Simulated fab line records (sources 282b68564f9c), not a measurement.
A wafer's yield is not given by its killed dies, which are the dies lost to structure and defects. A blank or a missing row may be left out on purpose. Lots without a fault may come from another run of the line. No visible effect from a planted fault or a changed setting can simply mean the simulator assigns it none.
fab line records | flow ritCmos
[record] lots = 5 | wafers = 15 | lastDay = 7
route steps=202 shown CONTACT@172 M1@184
lots that met no fault: taken from a fault-free run of the same line
startH: start of the lot's first displayed wafer, in hours after the record's first day | waitH: time in hours since the lot's previous step | " as in the row above | L1.1+2: a single row standing in for several wafers | - no value, or no start given | * or withheld: withheld | < > ~ a bound
route shown NAME@n: NAME is a module with steps in the file, n the number in the route of the first one | usual: average and standard deviation across the fault-free wafers | same: alike in all rows | chamber/n: place in a boat | sites: the reading at each site | _std_site: the standard deviation of these | _edge_site: inner sites' mean taken away from outer sites' mean | radiusMm: how far each site lies from the wafer's centre | mask NAME#n: copy n | behind: the tool/chamber that last shaped the wafer | hold: why the lot went on hold/how many hours it stayed there/how the hold came to an end | device: names the non-switching transistor (n, p or np) | end of line: at the end of the route, the tests of the same wafers | a step with no rows: only its recipe | killed: the dies lost at the first sort to structure and to defects; this is not the yield of the wafer | map: per-die view of a wafer (x killed, . not killed, _ where there is no die)
set.NAME: setting as actually run; set.NAME@STEP: the setting as run at that earlier step | model.NAME: the simulator's own value behind a step, which no gauge read
a table for each step, a row for each wafer; lots at some steps of the route
services: a tool's chamber out of use, with start hour (startH, from the record's first day; less than 0 if before it), hours out, and reason
[[steps]]
[step RIT_CONTACT_SOFTBAKE_04]
[recipe] resist = NOVOLAK | tempC = 90 | timeS = 60
[step RIT_CONTACT_EXPOSE_05]
[recipe] maskId = M11 | na = 0.6 | sourceShape = conventional | sigmaOuter = 0.5 | targetCdNm = 1000 | doseMj = 250
[step RIT_CONTACT_PEB_06]
[recipe] resist = NOVOLAK | tempC = withheld | timeS = withheld
[step RIT_CONTACT_DEVELOP_07]
[recipe] resist = NOVOLAK | developTimeS = 120 | devTempC = 23
[step RIT_CONTACT_CD_MEAS_08]
[recipe] targetCdNm = 1000
[usual] cdNm = 999.4/2.4
lot.wafer | tool     | chamber | startH | waitH | cdNm
L923.3    | cdSem-02 | -       | 51.31  | -     | 1002.6
L923.4    | "        | -       | "      | "     | 1002.9
L923.6    | "        | -       | "      | "     | 1002.0
L928.2    | cdSem-01 | -       | 76.71  | -     | 1002.4
L928.4    | "        | -       | "      | "     | 1002.8
L928.6    | "        | -       | "      | "     | 1002.6
L937.2    | cdSem-01 | -       | 121.58 | -     | 997.6
L937.5    | "        | -       | "      | "     | 996.9
L937.6    | "        | -       | "      | "     | 997.8
L942.3    | cdSem-01 | -       | 148.13 | -     | 999.9
L942.4    | "        | -       | "      | "     | 999.1
L942.6    | "        | -       | "      | "     | 1000.8
L946.1    | cdSem-02 | -       | 171.08 | -     | 999.4
L946.5    | "        | -       | "      | "     | 1000.8
L946.6    | "        | -       | "      | "     | 1001.8
[step RIT_CONTACT_OVL_MEAS_09]
[usual] CONTACT_OVL = -1.6/1.3
lot.wafer | tool       | chamber | startH | waitH | CONTACT_OVL[nm]
L923.3    | overlay-02 | -       | 51.40  | 0.1   | -0.1
L923.4    | "          | -       | "      | "     | -1.1
L923.6    | "          | -       | "      | "     | -0.9
L928.2    | overlay-01 | -       | 76.82  | 0.1   | -1.5
L928.4    | "          | -       | "      | "     | -1.3
L928.6    | "          | -       | "      | "     | -2.1
L937.2    | overlay-02 | -       | 121.68 | 0.1   | -0.4
L937.5    | "          | -       | "      | "     | -2.4
L937.6    | "          | -       | "      | "     | -2.0
L942.3    | overlay-02 | -       | 148.23 | 0.1   | -3.8
L942.4    | "          | -       | "      | "     | -2.4
L942.6    | "          | -       | "      | "     | -1.0
L946.1    | overlay-01 | -       | 171.20 | 0.1   | -0.4
L946.5    | "          | -       | "      | "     | -0.5
L946.6    | "          | -       | "      | "     | 3.1
[step RIT_CONTACT_HARDBAKE_10]
[recipe] resist = NOVOLAK | tempC = 140 | timeS = 60
[step RIT_CONTACT_ETCH_11]
[recipe] targetDepthA = 4800 | overEtchFrac = 0.2 | stopOn = TiSi2 | chemistry = CHF3/CF4/Ar | target = SiO2 | CHF3_flow_sccm = 50 | cf4FlowSccm = 10 | Ar_flow_sccm = 100 | O2_flow_sccm = 5 | pressureMtorr = 100 | rfW = 200 | timeS = 320
[usual] drypumpMotorCurrentA = 5.6/0.44 | oesProductAu = 0.994/0.018 | throttleValvePct = 8.91/0.13
lot.wafer | tool       | chamber | startH | waitH | drypumpMotorCurrentA | oesProductAu | rfHoursCounterH | throttleValvePct
L923.3    | rieDiel-02 | 2       | 51.58  | 0.1   | 4.9                  | 0.980        | 89              | 8.93
L923.4    | "          | 3       | "      | "     | 5.8                  | 0.971        | 124             | 8.63
L923.6    | "          | 0       | "      | "     | 5.2                  | 1.013        | -               | 8.72
L928.2    | rieDiel-01 | 3       | 77.00  | 0.1   | 4.8                  | 0.975        | 25              | 9.00
L928.4    | "          | 2       | "      | "     | 5.6                  | 1.014        | 136             | 8.94
L928.6    | "          | 1       | "      | "     | 6.6                  | 1.000        | -               | 8.90
L937.2    | rieDiel-03 | 0       | 121.95 | 0.1   | 5.5                  | 0.975        | 2               | 8.81
L937.5    | "          | 0       | "      | "     | 5.5                  | 0.983        | -               | 8.80
L937.6    | "          | 1       | "      | "     | 5.5                  | 1.013        | -               | 8.79
L942.3    | rieDiel-03 | 2       | 148.40 | 0.1   | 6.0                  | 1.010        | 10              | 9.06
L942.4    | "          | 2       | "      | "     | 6.0                  | 1.001        | -               | 9.05
L942.6    | "          | 1       | "      | "     | 5.5                  | 1.013        | -               | 8.76
L946.1    | rieDiel-02 | 1       | 171.39 | 0.1   | 5.8                  | 0.976        | 120             | 9.08
L946.5    | "          | 0       | "      | "     | 5.2                  | 1.003        | -               | 8.71
L946.6    | "          | 1       | "      | "     | 5.8                  | 0.979        | -               | 9.10
[step RIT_CONTACT_STRIP_12]
[recipe] chemistry = O2 | timeS = 180 | resist = NOVOLAK | platenTempC = withheld | powerW = 500 | pressureMtorr = 4000 | o2FlowSccm = 4000
[usual] drypumpMotorCurrentA = 5.7/0.42
lot.wafer | tool           | chamber | startH | waitH | drypumpMotorCurrentA | rfHoursCounterH
L923.3    | plasmaAsher-03 | 1       | 51.83  | 0.2   | 5.4                  | -
L923.4    | "              | 0       | "      | "     | 5.4                  | -
L923.6    | "              | 0       | "      | "     | 5.4                  | -
L928.2    | plasmaAsher-04 | 0       | 77.19  | 0.1   | 6.3                  | 46
L928.4    | "              | 1       | "      | "     | 4.8                  | -
L928.6    | "              | 1       | "      | "     | 4.8                  | -
L937.2    | plasmaAsher-03 | 1       | 122.15 | 0.1   | 5.4                  | 0
L937.5    | "              | 0       | "      | "     | 5.4                  | -
L937.6    | "              | 1       | "      | "     | 5.4                  | -
L942.3    | plasmaAsher-03 | 1       | 148.65 | 0.2   | 5.4                  | -
L942.4    | "              | 0       | "      | "     | 5.4                  | -
L942.6    | "              | 1       | "      | "     | 5.4                  | -
L946.1    | plasmaAsher-01 | 0       | 171.68 | 0.2   | 6.0                  | 55
L946.5    | "              | 0       | "      | "     | 6.0                  | -
L946.6    | "              | 1       | "      | "     | 6.0                  | -
[step RIT_CONTACT_CD_MEAS_90]
[recipe] targetCdNm = 1000
[usual] cdNm = 999.5/2.4
lot.wafer | tool     | chamber | startH | waitH | cdNm
L923.3    | cdSem-01 | -       | 51.99  | 0.1   | 1002.6
L923.4    | "        | -       | "      | "     | 1002.7
L923.6    | "        | -       | "      | "     | 1002.1
L928.2    | cdSem-02 | -       | 77.39  | 0.1   | 1002.7
L928.4    | "        | -       | "      | "     | 1002.5
L928.6    | "        | -       | "      | "     | 1002.6
L937.2    | cdSem-02 | -       | 122.34 | 0.1   | 998.1
L937.5    | "        | -       | "      | "     | 997.5
L937.6    | "        | -       | "      | "     | 998.4
L942.3    | cdSem-02 | -       | 148.81 | 0.1   | 1000.5
L942.4    | "        | -       | "      | "     | 999.0
L942.6    | "        | -       | "      | "     | 1000.9
L946.1    | cdSem-01 | -       | 171.86 | 0.1   | 999.5
L946.5    | "        | -       | "      | "     | 1000.2
L946.6    | "        | -       | "      | "     | 1001.1
[step RIT_CONTACT_CLEAN_13]
[recipe] chemistry = SC1 | mix = 3:3:50 | timeS = 600 | tempC = 75
[step RIT_CONTACT_CLEAN_14]
[recipe] chemistry = SC2 | mix = 3:3:50 | timeS = 600 | tempC = 75 | dry = n2Spin
[step RIT_M1_SPUTTER_00]
[recipe] material = Al | targetThkNm = 400 | powerW = 2000 | chamberPressurePa = 0.4 | gas = Ar | timeS = 500 | substrateTempC = 25
[usual] chamberPressurePa = 0.4000/0.00069 | throttleValvePct = 29.4/1
lot.wafer | tool          | chamber | startH | waitH | chamberPressurePa | throttleValvePct | model.Al_of_M1_SPUTTER_00.thkNm
L923.3    | pvdSputter-04 | -       | 52.43  | 0.0   | 0.3988            | 28.0             | 395.6
L923.4    | "             | -       | "      | "     | 0.3998            | 29.1             | 398.4
L923.6    | "             | -       | "      | "     | 0.3999            | 31.5             | 400.4
L928.2    | pvdSputter-01 | -       | 77.87  | 0.0   | 0.4002            | 30.0             | 397.5
L928.4    | "             | -       | "      | "     | 0.4007            | 28.2             | 401.7
L928.6    | "             | -       | "      | "     | 0.3997            | 29.6             | 395
L937.2    | pvdSputter-04 | -       | 122.82 | 0.0   | 0.4003            | 29.0             | 398.3
L937.5    | "             | -       | "      | "     | 0.5406            | 25.2             | 367.1
L937.6    | "             | -       | "      | "     | 0.4004            | 28.2             | 393.4
L942.3    | pvdSputter-01 | -       | 149.24 | 0.0   | 0.3986            | 29.4             | 398.3
L942.4    | "             | -       | "      | "     | 0.4003            | 29.9             | 398.9
L942.6    | "             | -       | "      | "     | 0.3995            | 29.7             | 395.7
L946.1    | pvdSputter-03 | -       | 172.36 | 0.0   | 0.4000            | 29.7             | 400.7
L946.5    | "             | -       | "      | "     | 0.4004            | 29.5             | 401.7
L946.6    | "             | -       | "      | "     | 0.4005            | 29.7             | 398.1
[step RIT_M1_RS_MEAS_01]
[recipe] thkMeasGauge = four-point-probe | reads = Al_of_M1_SPUTTER_00
[usual] M1_AL_RS = 0.0734/0.00065
lot.wafer | tool         | chamber | startH | waitH | M1_AL_RS[ohm/sq]
L923.3    | filmMetro-03 | -       | 52.77  | 0.2   | 0.0743
L923.4    | "            | -       | "      | "     | 0.0737
L923.6    | "            | -       | "      | "     | 0.0732
L928.2    | filmMetro-02 | -       | 78.18  | 0.2   | 0.0738
L928.4    | "            | -       | "      | "     | 0.0729
L928.6    | "            | -       | "      | "     | 0.0743
L937.2    | filmMetro-01 | -       | 123.14 | 0.2   | 0.0735
L937.5    | "            | -       | "      | "     | 0.0805
L937.6    | "            | -       | "      | "     | 0.0744
L942.3    | filmMetro-02 | -       | 149.57 | 0.2   | 0.0737
L942.4    | "            | -       | "      | "     | 0.0735
L942.6    | "            | -       | "      | "     | 0.0741
L946.1    | filmMetro-03 | -       | 172.66 | 0.1   | 0.0732
L946.5    | "            | -       | "      | "     | 0.0732
L946.6    | "            | -       | "      | "     | 0.0738
[step RIT_M1_THK_MEAS_02]
[recipe] thkMeasGauge = xrf | reads = Al_of_M1_SPUTTER_00
[usual] M1_AL_THK = 408/3.8
lot.wafer | tool         | chamber | startH | waitH | M1_AL_THK[nm]
L923.3    | filmMetro-03 | -       | 52.87  | 0.1   | 402
L923.4    | "            | -       | "      | "     | 406
L923.6    | "            | -       | "      | "     | 409
L928.2    | filmMetro-02 | -       | 78.29  | 0.1   | 405
L928.4    | "            | -       | "      | "     | 409
L928.6    | "            | -       | "      | "     | 403
L937.2    | filmMetro-01 | -       | 123.25 | 0.1   | 405
L937.5    | "            | -       | "      | "     | 375
L937.6    | "            | -       | "      | "     | 402
L942.3    | filmMetro-02 | -       | 149.67 | 0.1   | 405
L942.4    | "            | -       | "      | "     | 407
L942.6    | "            | -       | "      | "     | 406
L946.1    | filmMetro-03 | -       | 172.78 | 0.1   | 411
L946.5    | "            | -       | "      | "     | 410
L946.6    | "            | -       | "      | "     | 408
[step RIT_M1_HMDS_03]
[recipe] primeTimeS = 60 | primeTempC = 140
[step RIT_M1_PROBE_99]
[usual] defectLimitedYield = 97.3/1.2 | killedAtContacts = 0.0/0.2 | killedAtFrontEnd = 7/3.1 | killedDies = 7/3.1 | killedOpen = 3.5/1.9 | killedShort = 3.6/2.1 | sort_bin_3_pad_short = 0.1/0.2 | sort_bin_5_function = 1.6/0.86 | sort_bin_6_memory = 1.0/0.64 | sortNPass = 257/3.1 | sortYieldPct = 97.3/1.2
[same] grossDies = 264 | killed_at_M0_to_M3 = 0 | killed_at_M4_up = 0 | killedAtBackSide = 0 | killedAtOther = 0
lot.wafer | tool      | chamber | startH | waitH | defectLimitedYield[%] | killedAtContacts | killedAtFrontEnd | killedDies | killedOpen | killedShort | sort_bin_3_pad_short[%] | sort_bin_5_function[%] | sort_bin_6_memory[%] | sortNPass | sortYieldPct[%] | model.etest.m1.rsOhmSq
L923.3    | prober-02 | -       | 56.67  | 0.2   | 99.2                  | 0                | 2                | 2          | 0          | 2           | 0.4                     | 0.4                    | 0                    | 262       | 99.2            | 0.07296
L923.4    | prober-02 | -       | 56.72  | 0.2   | 96.6                  | 0                | 9                | 9          | 7          | 2           | 0                       | 2.3                    | 1.1                  | 255       | 96.6            | 0.07323
L923.6    | prober-02 | -       | 56.82  | 0.2   | 96.6                  | 0                | 9                | 9          | 5          | 4           | 0.4                     | 1.9                    | 1.1                  | 255       | 96.6            | 0.07223
L928.2    | prober-01 | -       | 82.01  | 0.1   | 98.1                  | 0                | 5                | 5          | 1          | 4           | 0                       | 1.9                    | 0                    | 259       | 98.1            | 0.0732
L928.4    | prober-01 | -       | 82.11  | 0.2   | 97.0                  | 0                | 8                | 8          | 4          | 4           | 0                       | 0.8                    | 2.3                  | 256       | 97.0            | 0.07221
L928.6    | prober-01 | -       | 82.21  | 0.2   | 97.3                  | 0                | 7                | 7          | 4          | 3           | 0                       | 2.3                    | 0.4                  | 257       | 97.3            | 0.07349
L937.2    | prober-02 | -       | 127.01 | 0.1   | 95.8                  | 0                | 11               | 11         | 7          | 4           | 0.4                     | 3.0                    | 0.8                  | 253       | 95.8            | 0.07287
L937.5    | prober-02 | -       | 127.16 | 0.2   | 96.6                  | 0                | 9                | 9          | 6          | 3           | 0                       | 1.9                    | 1.5                  | 255       | 96.6            | 0.07948
L937.6    | prober-02 | -       | 127.21 | 0.2   | 95.5                  | 0                | 12               | 12         | 7          | 5           | 0.4                     | 3.8                    | 0.4                  | 252       | 95.5            | 0.07393
L942.3    | prober-01 | -       | 153.54 | 0.2   | 97.0                  | 0                | 8                | 8          | 4          | 4           | 0                       | 3.0                    | 0                    | 256       | 97.0            | 0.07302
L942.4    | prober-01 | -       | 153.59 | 0.2   | 97.3                  | 0                | 7                | 7          | 3          | 4           | 0                       | 1.5                    | 1.1                  | 257       | 97.3            | 0.07291
L942.6    | prober-01 | -       | 153.69 | 0.2   | 98.5                  | 0                | 4                | 4          | 3          | 1           | 0                       | 1.1                    | 0.4                  | 260       | 98.5            | 0.07275
L946.1    | prober-01 | -       | 176.41 | 0.1   | 98.1                  | 0                | 5                | 5          | 2          | 3           | 0.4                     | 0.8                    | 0.8                  | 259       | 98.1            | 0.07257
L946.5    | prober-01 | -       | 176.61 | 0.2   | 95.5                  | 1                | 11               | 12         | 7          | 5           | 0                       | 3.4                    | 1.1                  | 252       | 95.5            | 0.07212
L946.6    | prober-01 | -       | 176.66 | 0.2   | 98.5                  | 0                | 4                | 4          | 2          | 2           | 0                       | 1.5                    | 0                    | 260       | 98.5            | 0.07293
// killed by level:class
L923.3 FOX2:geometricParticle:short=2
L923.4 SPACER:geometricParticle:open=3 FOX2:geometricParticle:open=2 SPACER:geometricParticle:short=2 FOX1:geometricParticle:open=1 GATE:geometricParticle:open=1
L923.6 GATE:geometricParticle:open=4 GATE:geometricParticle:short=2 FOX2:geometricParticle:short=1 SPACER:geometricParticle:open=1 SILICIDE:geometricParticle:short=1
L928.2 FOX1:geometricParticle:short=2 REOX:geometricParticle:short=2 FOX1:geometricParticle:open=1
L928.4 FOX1:geometricParticle:short=3 FOX1:geometricParticle:open=3 GATE:geometricParticle:short=1 REOX:geometricParticle:open=1
L928.6 FOX1:geometricParticle:short=2 FOX1:geometricParticle:open=1 REOX:geometricParticle:open=1 FOX2:geometricParticle:open=1 REOX:geometricParticle:short=1 SPACER:geometricParticle:open=1
L937.2 GATE:geometricParticle:open=3 GATE:geometricParticle:short=2 SPACER:geometricParticle:open=2 FOX1:geometricParticle:short=1 FOX1:geometricParticle:open=1 FOX2:geometricParticle:open=1 SPACER:geometricParticle:short=1
L937.5 GATE:geometricParticle:open=2 SPACER:geometricParticle:short=2 SILICIDE:geometricParticle:open=2 FOX1:geometricParticle:short=1 REOX:geometricParticle:open=1 SPACER:geometricParticle:open=1
L937.6 SPACER:geometricParticle:short=4 SPACER:geometricParticle:open=2 SILICIDE:geometricParticle:open=2 FOX1:geometricParticle:open=1 GATE:geometricParticle:open=1 REOX:geometricParticle:open=1 SILICIDE:geometricParticle:short=1
L942.3 SPACER:geometricParticle:short=3 SILICIDE:geometricParticle:open=3 FOX2:geometricParticle:short=1 GATE:geometricParticle:open=1
L942.4 REOX:geometricParticle:open=3 GATE:geometricParticle:short=2 REOX:geometricParticle:short=1 SILICIDE:geometricParticle:short=1
L942.6 REOX:geometricParticle:open=2 FOX2:geometricParticle:open=1 REOX:geometricParticle:short=1
L946.1 GATE:geometricParticle:open=1 GATE:geometricParticle:short=1 SPACER:geometricParticle:short=1 SILICIDE:geometricParticle:short=1 SILICIDE:geometricParticle:open=1
L946.5 GATE:geometricParticle:open=3 REOX:geometricParticle:short=2 SILICIDE:geometricParticle:open=2 FOX1:geometricParticle:short=1 FOX1:geometricParticle:open=1 GATE:geometricParticle:short=1 SILICIDE:geometricParticle:short=1 CONTACT:geometricParticle:open=1
L946.6 FOX1:geometricParticle:short=1 REOX:geometricParticle:short=1 REOX:geometricParticle:open=1 SILICIDE:geometricParticle:open=1
[[services]]
tool           | chamber | startH | hours | kind
plasmaAsher-03 | -       | 30.14  | 7.3   | repair
rieDiel-02     | 3       | 35.02  | 13.1  | repair
pvdSputter-03  | -       | 38.49  | 1.4   | repair
rieDiel-03     | 2       | 56.03  | 2.7   | repair
plasmaAsher-01 | -       | 60.14  | 2.8   | pm
plasmaAsher-03 | -       | 79.26  | 1.9   | repair
pvdSputter-04  | -       | 82.54  | 0.5   | repair
rieDiel-03     | 0       | 84.88  | 4.8   | repair
pvdSputter-01  | -       | 102.87 | 1.8   | repair
rieDiel-01     | -       | 104.43 | 27.2  | repair
pvdSputter-04  | -       | 104.68 | 5.8   | repair
plasmaAsher-03 | -       | 108.75 | 9.0   | pm
plasmaAsher-03 | 0       | 108.75 | 9.0   | ventCycle
plasmaAsher-03 | 1       | 108.75 | 9.0   | ventCycle
plasmaAsher-03 | 0       | 117.75 | -     | clean
plasmaAsher-03 | 1       | 117.75 | -     | clean
plasmaAsher-03 | -       | 133.45 | 1.9   | repair
rieDiel-02     | 0       | 144.20 | -     | clean
rieDiel-02     | 0       | 144.20 | 13.0  | scheduledDown
rieDiel-01     | 0       | 145.67 | 4.8   | repair
rieDiel-03     | 0       | 146.75 | 5.9   | repair
rieDiel-01     | 1       | 151.97 | 3.9   | repair
rieDiel-01     | 0       | 159.07 | 4.2   | repair
pvdSputter-01  | -       | 163.49 | 2.9   | repair
[[key]]
[firstSign] step = RIT_M1_SPUTTER_00 | reading = chamberPressurePa | direction = up | sigmas = 99+ | usual = 0.4000 | struck = 0.5406
[effect] step = RIT_M1_SPUTTER_00 | reading = throttleValvePct | direction = down | sigmas = 4.1 | usual = 29.4 | struck = 25.2
[effect] step = RIT_M1_RS_MEAS_01 | reading = M1_AL_RS | direction = up | sigmas = 11 | usual = 0.0734 | struck = 0.0805
[effect] step = RIT_M1_THK_MEAS_02 | reading = M1_AL_THK | direction = down | sigmas = 8.7 | usual = 408 | struck = 375
[modelEffect] step = RIT_M1_SPUTTER_00 | value = Al_of_M1_SPUTTER_00.thkNm | without = 398.7 | struck = 367.1
[modelEffect] step = RIT_M1_PROBE_99 | value = etest.m1.rsOhmSq | without = 0.0732 | struck = 0.07948
metAt RIT_M1_SPUTTER_00
struckWafers L937.5
onsetBetween 52.43 122.82
[fault] kind = processParameterDrift | tool = pvdSputter-04 | chamber = - | onsetH = 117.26 | steps = RIT_M1_SPUTTER_00 | channel = chamberPressurePa | offset = 0.14089 | shape = step | endH = 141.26 | stated = 0.4 | scope = struckWafersOnly
